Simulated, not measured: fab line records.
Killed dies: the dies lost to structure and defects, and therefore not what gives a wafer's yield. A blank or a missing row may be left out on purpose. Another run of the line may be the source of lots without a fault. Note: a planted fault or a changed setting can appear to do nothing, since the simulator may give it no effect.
Matching of chambers :: flow berkeley cmos170 :: UCB170_NLDD_CLEAN_12 on wet bench-01 has 3 sister chambers
The step cleans in SPM, time 600 s. 3 wafers are shown with their chamber, then 8 later ones without.

WAFERS PAIRED WITH THEIR CHAMBERS
wafer: L633.6
chamber: 3
bath heat duty pct (%): 14.6

wafer: L634.6
chamber: 2
bath heat duty pct (%): 12.8

wafer: L637.3
chamber: 0
bath heat duty pct (%): 14.7

WAFERS MISSING THEIR CHAMBER
wafer: L637.5
bath heat duty pct (%): 13.3

wafer: L637.6
bath heat duty pct (%): 13.8

wafer: L649.2
bath heat duty pct (%): 13.5

wafer: L649.3
bath heat duty pct (%): 14.4

wafer: L649.5
bath heat duty pct (%): 13.6

wafer: L646.2
bath heat duty pct (%): 14.1

wafer: L646.3
bath heat duty pct (%): 13.6

wafer: L646.5
bath heat duty pct (%): 14.9

CHAMBER TAKEN BY EACH
wafer: L637.5
from the rows above: can't be placed: 2 or 3 or 0
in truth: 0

wafer: L637.6
from the rows above: can't be placed: 3 or 0 or 2
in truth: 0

wafer: L649.2
from the rows above: can't be placed: 2 or 3 or 0
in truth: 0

wafer: L649.3
from the rows above: can't be placed: 3 or 0
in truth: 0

wafer: L649.5
from the rows above: can't be placed: 2 or 3 or 0
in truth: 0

wafer: L646.2
from the rows above: can't be placed: 3 or 0 or 2
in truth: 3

wafer: L646.3
from the rows above: can't be placed: 2 or 3 or 0
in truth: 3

wafer: L646.5
from the rows above: can't be placed: 0 or 3
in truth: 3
0 of 8 placed correctly. Cannot be placed on the basis of these rows: 8; the candidates contain the true chamber in 8. Number placed wrongly: 0.
How it was worked out, from the rows above alone: a wafer's distance from a chamber is the root of the sum, over the readings, of the square of ((its reading less the chamber's mean) divided by the reading's scatter). If the next closest chamber is less than 2 further off than the closest, the wafer can't be placed; otherwise it belongs to the closest. Each chamber's mean is taken over the wafers shown for it. The scatter: root of mean squared gap, hidden wafer to nearest shown wafer, with one shown wafer a chamber.
